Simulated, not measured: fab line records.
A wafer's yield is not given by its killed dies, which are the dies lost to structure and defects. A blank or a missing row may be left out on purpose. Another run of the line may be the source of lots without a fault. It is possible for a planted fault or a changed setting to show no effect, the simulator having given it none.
Commonality check across tools | flow rit cmos | 14 lots, 42 wafers sampled

## REASON FOR OPENING
Of 14 lots, 2 have the reading NSD_OVL flagged at RIT_NSD_OVL_MEAS_06. Fault-free wafers read -0.3 nm, with a standard deviation of 1.5.
Rule: a lot is flagged in two cases, either no wafer of it has a number, or all its wafers with numbers fall more than 4 standard deviations from that mean. The rest of the lots are taken to be sound.

lot  | measured    | on         | NSD_OVL (nm), wafer by wafer | flag
L433 | day 2 22:48 | overlay-01 | 0.7 0.8 0.3                  |
L434 | day 3 03:17 | overlay-02 | -1.9 -1.1 0.2                |
L435 | day 3 10:13 | overlay-02 | -1.1 1.1 -0.3                |
L436 | day 3 14:34 | overlay-01 | 2.4 0.6 1.8                  |
L437 | day 3 21:15 | overlay-01 | 0.1 -0.3 -1.3                |
L438 | day 4 01:48 | overlay-01 | -1.5 -0.4 2.0                |
L439 | day 4 06:08 | overlay-01 | 0.7 2.1 0.8                  |
L440 | day 4 10:16 | overlay-01 | -1.6 0.4 0.9                 |
L441 | day 5 00:53 | overlay-01 | 4.1 2.1 1.0                  |
L442 | day 5 03:29 | overlay-02 | 0.1 0.6 -0.8                 |
L443 | day 5 07:11 | overlay-02 | -0.8 -1.7 -0.9               |
L444 | day 5 11:07 | overlay-02 | -2.1 -3.5 -2.2               |
L453 | day 7 03:04 | overlay-02 | 419.5 418.5 419.7            | FLAGGED
L455 | day 7 14:47 | overlay-02 | 420.2 420.0 417.9            | FLAGGED
Averaged over the flagged lots the numbers come to 419.3 nm, +419.6 nm from the usual (+99 or more standard deviations).

## EACH LOT AND THE TOOL IT RAN ON
The record keeps 1 process step preceding the reading, out of 202 steps on the route. Read each cell as the tool, then ch plus the chambers that the sampled wafers visited, then the start.
lot  | flag    | RIT_NSD_EXPOSE_03
L433 |         | iline stepper-02 ch 0, day 2 22:24
L434 |         | iline stepper-02 ch 0, day 3 02:46
L435 |         | iline stepper-02 ch 0, day 3 09:51
L436 |         | iline stepper-02 ch 0, day 3 14:11
L437 |         | iline stepper-01 ch 0, day 3 20:51
L438 |         | iline stepper-02 ch 0, day 4 01:25
L439 |         | iline stepper-01 ch 0, day 4 05:46
L440 |         | iline stepper-02 ch 0, day 4 09:52
L441 |         | iline stepper-02 ch 0, day 5 00:29
L442 |         | iline stepper-02 ch 0, day 5 03:05
L443 |         | iline stepper-02 ch 0, day 5 06:49
L444 |         | iline stepper-01 ch 0, day 5 10:43
L453 | FLAGGED | iline stepper-01 ch 0, day 7 02:35
L455 | FLAGGED | iline stepper-01 ch 0, day 7 14:24
What the steps here do:
- RIT_NSD_EXPOSE_03: exposes mask M9, target cd 40700 nm.
- RIT_NSD_OVL_MEAS_06

## FLAGGED AGAINST TOTAL, ONE TOOL AT A TIME (gauges that did the reading follow at the end)
step                | tool             | lots run | flagged | share of the flagged lots | sound lots run after its first flagged lot
RIT_NSD_EXPOSE_03   | iline stepper-01 | 5        | 2       | all                       | 0
RIT_NSD_EXPOSE_03   | iline stepper-02 | 9        | 0       | none                      | -
RIT_NSD_OVL_MEAS_06 | overlay-01       | 7        | 0       | none                      | -
RIT_NSD_OVL_MEAS_06 | overlay-02       | 7        | 2       | all                       | 0

## WHAT THE TABLE ALLOWS
Table rows that saw every flagged lot: 2, namely iline stepper-01 at RIT_NSD_EXPOSE_03 and overlay-02 at RIT_NSD_OVL_MEAS_06.
- iline stepper-01 at RIT_NSD_EXPOSE_03: 2 of its 5 lots flagged. Its last sound lot is L444 (day 5 10:43), its first flagged lot L453 (day 7 02:35): a fault that began between those two fits.
- overlay-02 at RIT_NSD_OVL_MEAS_06: 2 of its 7 lots flagged. Its last sound lot is L444 (day 5 11:07), its first flagged lot L453 (day 7 03:04): a fault that began between those two fits.
A lot count leaves these 2 tools indistinguishable: every one of them fits a fault beginning at some hour. More lots, or a look at what each step does to the wafer, might.

## WHAT THE SIMULATOR PUT IN
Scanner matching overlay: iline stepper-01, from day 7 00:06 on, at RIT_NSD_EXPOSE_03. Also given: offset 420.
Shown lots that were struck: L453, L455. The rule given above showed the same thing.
